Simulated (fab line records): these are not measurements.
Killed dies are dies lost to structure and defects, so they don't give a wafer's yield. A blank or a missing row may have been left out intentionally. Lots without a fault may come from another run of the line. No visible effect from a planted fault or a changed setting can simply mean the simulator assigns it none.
fab line records / flow ritCmos
record lots=14 wafers=42 lastDay=5
route steps=202 shown ACTIVE@2
lots that met no fault: from a run of the same line without faults
startH: hours from the record's first day to the start of the lot's first wafer shown / waitH: how many hours have passed since the lot's step before this one / " same as the row above / L1.1+2: one row covering several wafers at once / - no value present, or no start provided / * or withheld: withheld / < > ~ a bound
route shown NAME@n: a module of which the file shows steps, and the number in the route of the first / usual: the fault-free wafers' mean and standard deviation / same: alike in all rows / chamber/n: place in a boat / sites: readings site by site / _std_site: how widely they spread, as a standard deviation / _edge_site: the outer-site mean with the inner-site mean subtracted / radiusMm: how far each site lies from the wafer's centre / mask NAME#n: copy n / behind: the last tool/chamber to shape the wafer / hold: cause of the lot's hold/its duration in hours/its outcome / device: the transistor (n, p or np) that didn't switch / end of line: at the end of the route, the tests of the same wafers / a step given without rows: its recipe and nothing more / killed: the dies lost at the first sort to structure and to defects; this is not the yield of the wafer / map: a wafer's dies, marking killed ones x, the rest . and places with no die _
set.NAME: the setting that was run; set.NAME@STEP: the one run at that earlier step / model.NAME: the simulator's own value behind a step, which no gauge read
a sample of lots followed through the steps of the route, with each step as a table and each wafer as a row
services: the hour from which a tool's chamber was out of use, counted from the record's first day as startH (under 0 if before that day), plus the number of hours and why
## steps
# step RIT_ACTIVE_OXIDATION_01
# recipe tempC=1000 ambient=O2 targetThkA=468 oxTimeS=3360
# usual oxTempC=1000.1/0.39 oxTempCMax=1004.3/1 tubeCenterTempC=999.99/0.086 zonePowerLoadPct=36.1/0.91
lot.wafer=L824.1 tool=furnace-01 chamber=0 startH=10.12 waitH=0.1 oxTempC=999.9 oxTempCMax=1003.6 tubeCenterTempC=999.94 zonePowerLoadPct=35.5
lot.wafer=L824.3 tool=furnace-01 chamber=0 startH=10.12 waitH=0.1 oxTempC=999.8 oxTempCMax=1003.3 tubeCenterTempC=1000.1 zonePowerLoadPct=35.6
lot.wafer=L824.4 tool=furnace-01 chamber=0 startH=10.12 waitH=0.1 oxTempC=999.8 oxTempCMax=1004.5 tubeCenterTempC=999.92 zonePowerLoadPct=35.1
lot.wafer=L826.1 tool=furnace-03 chamber=0 startH=21.68 waitH=1.7 oxTempC=1000.8 oxTempCMax=1004.9 tubeCenterTempC=1000.1 zonePowerLoadPct=36.4
lot.wafer=L826.2 tool=furnace-03 chamber=0 startH=21.68 waitH=1.7 oxTempC=1000.7 oxTempCMax=1004.8 tubeCenterTempC=999.88 zonePowerLoadPct=36.1
lot.wafer=L826.5 tool=furnace-03 chamber=0 startH=21.68 waitH=1.7 oxTempC=1000.6 oxTempCMax=1004.3 tubeCenterTempC=999.98 zonePowerLoadPct=36.1
lot.wafer=L827.2 tool=furnace-03 chamber=0 startH=25.12 waitH=0.1 oxTempC=1000.1 oxTempCMax=1005.2 tubeCenterTempC=999.95 zonePowerLoadPct=35.8
lot.wafer=L827.3 tool=furnace-03 chamber=0 startH=25.12 waitH=0.1 oxTempC=1000.0 oxTempCMax=1003.8 tubeCenterTempC=999.95 zonePowerLoadPct=36.0
lot.wafer=L827.5 tool=furnace-03 chamber=0 startH=25.12 waitH=0.1 oxTempC=999.7 oxTempCMax=1004.0 tubeCenterTempC=1000.2 zonePowerLoadPct=36.3
lot.wafer=L828.1 tool=furnace-01 chamber=0 startH=31.09 waitH=1.1 oxTempC=1000.4 oxTempCMax=1004.1 tubeCenterTempC=999.97 zonePowerLoadPct=34.8
lot.wafer=L828.2 tool=furnace-01 chamber=0 startH=31.09 waitH=1.1 oxTempC=1000.9 oxTempCMax=1005.6 tubeCenterTempC=1000.1 zonePowerLoadPct=34.9
lot.wafer=L828.4 tool=furnace-01 chamber=0 startH=31.09 waitH=1.1 oxTempC=1000.4 oxTempCMax=1003.5 tubeCenterTempC=1000 zonePowerLoadPct=35.2
lot.wafer=L829.1 tool=furnace-03 chamber=0 startH=36.16 waitH=1.1 oxTempC=1000.0 oxTempCMax=1004.8 tubeCenterTempC=1000.1 zonePowerLoadPct=35.4
lot.wafer=L829.4 tool=furnace-03 chamber=0 startH=36.16 waitH=1.1 oxTempC=1000.3 oxTempCMax=1004.5 tubeCenterTempC=999.79 zonePowerLoadPct=35.6
lot.wafer=L829.6 tool=furnace-03 chamber=0 startH=36.16 waitH=1.1 oxTempC=1000.1 oxTempCMax=1004.3 tubeCenterTempC=999.96 zonePowerLoadPct=35.8
lot.wafer=L830.1 tool=furnace-03 chamber=0 startH=40.24 waitH=0.2 oxTempC=999.4 oxTempCMax=1004.0 tubeCenterTempC=1000.1 zonePowerLoadPct=36.4
lot.wafer=L830.3 tool=furnace-03 chamber=0 startH=40.24 waitH=0.2 oxTempC=1000.1 oxTempCMax=1004.8 tubeCenterTempC=1000.1 zonePowerLoadPct=35.9
lot.wafer=L830.6 tool=furnace-03 chamber=0 startH=40.24 waitH=0.2 oxTempC=999.9 oxTempCMax=1003.9 tubeCenterTempC=999.82 zonePowerLoadPct=35.8
lot.wafer=L831.2 tool=furnace-04 chamber=0 startH=45.63 waitH=0.6 oxTempC=1000.3 oxTempCMax=1004.1 tubeCenterTempC=999.94 zonePowerLoadPct=37.4
lot.wafer=L831.4 tool=furnace-04 chamber=0 startH=45.63 waitH=0.6 oxTempC=999.6 oxTempCMax=1002.5 tubeCenterTempC=999.94 zonePowerLoadPct=37.1
lot.wafer=L831.6 tool=furnace-04 chamber=0 startH=45.63 waitH=0.6 oxTempC=999.8 oxTempCMax=1003.3 tubeCenterTempC=999.97 zonePowerLoadPct=37.4
lot.wafer=L832.2 tool=furnace-03 chamber=0 startH=50.16 waitH=0.1 oxTempC=1000.2 oxTempCMax=1005.6 tubeCenterTempC=999.98 zonePowerLoadPct=36.0
lot.wafer=L832.3 tool=furnace-03 chamber=0 startH=50.16 waitH=0.1 oxTempC=1000.1 oxTempCMax=1004.8 tubeCenterTempC=999.98 zonePowerLoadPct=35.9
lot.wafer=L832.6 tool=furnace-03 chamber=0 startH=50.16 waitH=0.1 oxTempC=1000.5 oxTempCMax=1006.2 tubeCenterTempC=999.96 zonePowerLoadPct=36.0
lot.wafer=L834.1 tool=furnace-03 chamber=0 startH=60.15 waitH=0.1 oxTempC=1000.7 oxTempCMax=1005.7 tubeCenterTempC=1000.1 zonePowerLoadPct=36.0
lot.wafer=L834.4 tool=furnace-03 chamber=0 startH=60.15 waitH=0.1 oxTempC=1000.5 oxTempCMax=1004.7 tubeCenterTempC=1000 zonePowerLoadPct=36.0
lot.wafer=L834.5 tool=furnace-03 chamber=0 startH=60.15 waitH=0.1 oxTempC=1000.2 oxTempCMax=1005.0 tubeCenterTempC=1000.2 zonePowerLoadPct=36.2
lot.wafer=L835.1 tool=furnace-03 chamber=0 startH=65.71 waitH=0.7 oxTempC=1000.4 oxTempCMax=1006.0 tubeCenterTempC=1000.1 zonePowerLoadPct=35.7
lot.wafer=L835.3 tool=furnace-03 chamber=0 startH=65.71 waitH=0.7 oxTempC=999.9 oxTempCMax=1003.7 tubeCenterTempC=1000.1 zonePowerLoadPct=35.6
lot.wafer=L835.6 tool=furnace-03 chamber=0 startH=65.71 waitH=0.7 oxTempC=999.5 oxTempCMax=1003.4 tubeCenterTempC=1000 zonePowerLoadPct=35.8
lot.wafer=L836.1 tool=furnace-03 chamber=0 startH=70.12 waitH=0.1 oxTempC=1000.5 oxTempCMax=1004.7 tubeCenterTempC=999.95 zonePowerLoadPct=36.0
lot.wafer=L836.2 tool=furnace-03 chamber=0 startH=70.12 waitH=0.1 oxTempC=1000.3 oxTempCMax=1006.4 tubeCenterTempC=1000 zonePowerLoadPct=36.3
lot.wafer=L836.6 tool=furnace-03 chamber=0 startH=70.12 waitH=0.1 oxTempC=1000.1 oxTempCMax=1005.4 tubeCenterTempC=1000 zonePowerLoadPct=35.5
lot.wafer=L837.2 tool=furnace-03 chamber=0 startH=77.15 waitH=2.1 oxTempC=1000.2 oxTempCMax=1004.9 tubeCenterTempC=999.86 zonePowerLoadPct=35.5
lot.wafer=L837.4 tool=furnace-03 chamber=0 startH=77.15 waitH=2.1 oxTempC=1000.6 oxTempCMax=1005.3 tubeCenterTempC=999.99 zonePowerLoadPct=35.8
lot.wafer=L837.6 tool=furnace-03 chamber=0 startH=77.15 waitH=2.1 oxTempC=1000.4 oxTempCMax=1005.0 tubeCenterTempC=1000 zonePowerLoadPct=35.6
lot.wafer=L844.3 tool=furnace-03 chamber=- startH=110.86 waitH=0.8 oxTempC=- oxTempCMax=- tubeCenterTempC=- zonePowerLoadPct=-
lot.wafer=L844.4 tool=furnace-03 chamber=- startH=110.86 waitH=0.8 oxTempC=- oxTempCMax=- tubeCenterTempC=- zonePowerLoadPct=-
lot.wafer=L844.5 tool=furnace-03 chamber=- startH=110.86 waitH=0.8 oxTempC=- oxTempCMax=- tubeCenterTempC=- zonePowerLoadPct=-
lot.wafer=L845.2 tool=furnace-03 chamber=- startH=115.18 waitH=0.1 oxTempC=- oxTempCMax=- tubeCenterTempC=- zonePowerLoadPct=-
lot.wafer=L845.3 tool=furnace-03 chamber=- startH=115.18 waitH=0.1 oxTempC=- oxTempCMax=- tubeCenterTempC=- zonePowerLoadPct=-
lot.wafer=L845.4 tool=furnace-03 chamber=- startH=115.18 waitH=0.1 oxTempC=- oxTempCMax=- tubeCenterTempC=- zonePowerLoadPct=-
## services
tool=furnace-03 chamber=- startH=14.37 hours=2.7 kind=pm
tool=furnace-01 chamber=- startH=74.34 hours=3.8 kind=pm
tool=furnace-04 chamber=- startH=111.62 hours=3.5 kind=pm
## key
firstSign step=RIT_ACTIVE_OXIDATION_01 reading=toolRecord direction=missing
effect none on later readings
metAt RIT_ACTIVE_OXIDATION_01
struckLots L844,L845
laterRowsLeftOut L844.3,L844.4,L844.5,L845.2,L845.3,L845.4
sortLeftOut L844.3,L844.4,L844.5,L845.2,L845.3,L845.4
testerLeftOut L844,L845
onsetBetween 77.15 110.86
fault kind=skippedStepWhole tool=furnace-03 chamber=- onsetH=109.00 steps=RIT_ACTIVE_OXIDATION_01 scope=struckLotsOnly
# testerLeftOut: of these lots the tester's yield and bins aren't shown, on N5 and GAA mostly nor the transistor test; their killed dies are dies lost to structure and defects alone, not to doping, threshold or leakage, so they don't give the yield
# sortLeftOut: the simulated sort isn't trusted on such a fault, so these wafers' sort isn't shown, and their yield isn't known
# laterRowsLeftOut: the simulator's readings of these wafers behind a module that went badly wrong aren't trusted and aren't shown, but for the sort
